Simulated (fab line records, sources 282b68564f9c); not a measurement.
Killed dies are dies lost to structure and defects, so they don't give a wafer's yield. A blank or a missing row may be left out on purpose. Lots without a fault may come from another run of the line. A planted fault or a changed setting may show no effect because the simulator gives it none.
Which tool did it? | flow rit_cmos | 13 lots, 39 wafers sampled, at 4 steps of a route of 202

WHAT THE GAUGES READ, wafer by wafer
RIT_NRETRO_TW_MEAS_10. Usual: NRETRO_TW 1052, standard deviation 7.6.
lot  | measured    | on            | NRETRO_TW      | flag
L629 | day 2 08:02 | film_metro-02 | 1050 1050 1049 |
L630 | day 2 11:52 | film_metro-01 | 1054 1049 1052 |
L631 | day 3 00:43 | film_metro-01 | 1049 1051 1055 |
L633 | day 3 06:23 | film_metro-02 | 1041 1048 1048 |
L634 | day 3 12:38 | film_metro-02 | 1050 1051 1045 |
L635 | day 3 12:55 | film_metro-04 | 1059 1058 1056 |
L639 | day 4 08:03 | film_metro-04 | 1069 1055 1059 |
L640 | day 4 18:51 | film_metro-01 | 1050 1051 1048 |
L648 | day 6 05:59 | film_metro-04 | 1065 1055 1055 |
L649 | day 6 11:48 | film_metro-01 | 1039 1044 1050 |
L650 | day 6 16:48 | film_metro-01 | 1042 1046 1046 |
L651 | day 7 01:20 | film_metro-04 | 1061 1056 1060 |
L652 | day 7 02:46 | film_metro-02 | 1052 1051 1048 |

RIT_GATE_THK_MEAS_09. Usual: GATE_POLY_THK 250.4 nm, standard deviation 2.4.
lot  | measured    | on            | GATE_POLY_THK (nm) | flag
L629 | day 2 17:32 | film_metro-01 | 254.0 254.3 253.2  |
L630 | day 2 19:59 | film_metro-01 | 253.5 253.6 253.5  |
L631 | day 3 07:10 | film_metro-03 | 250.3 251.6 250.3  |
L633 | day 3 12:23 | film_metro-03 | 252.0 253.2 249.7  |
L634 | day 3 20:05 | film_metro-01 | 250.9 250.4 252.4  |
L635 | day 3 20:05 | film_metro-02 | 249.6 248.7 247.1  |
L639 | day 4 13:37 | film_metro-01 | 251.9 250.4 252.5  |
L640 | day 5 00:23 | film_metro-02 | 244.2 244.9 244.1  |
L648 | day 6 11:26 | film_metro-02 | 247.5 248.6 247.3  |
L649 | day 6 17:02 | film_metro-03 | 250.5 251.7 252.2  |
L650 | day 6 22:03 | film_metro-03 | 252.0 252.2 251.8  |
L651 | day 7 06:29 | film_metro-03 | 249.9 250.1 250.1  |
L652 | day 7 07:53 | film_metro-03 | 250.3 249.0 250.4  |

RIT_GATE_OVL_MEAS_17. Usual: GATE_OVL 0.1 nm, standard deviation 1.3.
lot  | measured    | on         | GATE_OVL (nm)  | flag
L629 | day 2 18:46 | overlay-01 | -0.1 -2.0 -1.7 |
L630 | day 2 21:08 | overlay-02 | 2.1 1.8 2.1    |
L631 | day 3 08:19 | overlay-01 | -0.3 -1.9 -0.3 |
L633 | day 3 13:30 | overlay-01 | 1.2 1.4 0.0    |
L634 | day 3 21:32 | overlay-01 | -1.3 0.8 -0.7  |
L635 | day 3 21:14 | overlay-02 | -0.4 -0.1 0.6  |
L639 | day 4 14:46 | overlay-02 | 1.7 2.3 0.1    |
L640 | day 5 01:25 | overlay-02 | 0.4 0.3 -0.1   |
L648 | day 6 12:28 | overlay-02 | 3.0 2.9 2.8    |
L649 | day 6 18:04 | overlay-01 | 0.4 0.9 0.0    |
L650 | day 6 23:15 | overlay-02 | -0.8 -0.2 -0.8 |
L651 | day 7 07:31 | overlay-01 | -0.4 2.0 1.5   |
L652 | day 7 09:04 | overlay-02 | -0.5 -1.1 -1.3 |

WHICH TOOL RAN EACH LOT (tool, then ch and the chambers of the sampled wafers, then the start)
lot  | RIT_PWELL_EXPOSE_03
L629 | iline_stepper-01 ch 0, day 1 23:14
L630 | iline_stepper-02 ch 0, day 2 03:12
L631 | iline_stepper-02 ch 0, day 2 15:50
L633 | iline_stepper-01 ch 0, day 2 21:01
L634 | iline_stepper-02 ch 0, day 3 04:39
L635 | iline_stepper-01 ch 0, day 3 04:55
L639 | iline_stepper-01 ch 0, day 3 23:34
L640 | iline_stepper-01 ch 0, day 4 09:31
L648 | iline_stepper-02 ch 0, day 5 21:22
L649 | iline_stepper-01 ch 0, day 6 03:53
L650 | iline_stepper-01 ch 0, day 6 08:46
L651 | iline_stepper-02 ch 0, day 6 13:05
L652 | iline_stepper-01 ch 0, day 6 18:48
- RIT_PWELL_EXPOSE_03: exposes mask M3, target cd 43700 nm.

WHAT THE TOOLS THEMSELVES READ (means of the sampled wafers that have a number; where no wafer has one, the mark that the record gives instead)
The record holds no such reading with a usual standard deviation.

THE ANSWER, worked out from the rows above alone
Rule: a lot is off if the mean of its wafers that have a number lies more than 3 standard deviations from the usual mean. A lot without any number at a reading at which 4 lots or more have one is off too. The other lots that the step has rows for count as sound. The gauges are gone through in route order, then the tools' own readings, and for those a lot's mean is taken as printed above. The first step at which some lot is off is used, and at that step the reading that is off furthest; a lot without a number counts as furthest.
No lot is off at any reading shown: from this, nothing can be told.

WHAT THE SIMULATOR HAD PUT IN
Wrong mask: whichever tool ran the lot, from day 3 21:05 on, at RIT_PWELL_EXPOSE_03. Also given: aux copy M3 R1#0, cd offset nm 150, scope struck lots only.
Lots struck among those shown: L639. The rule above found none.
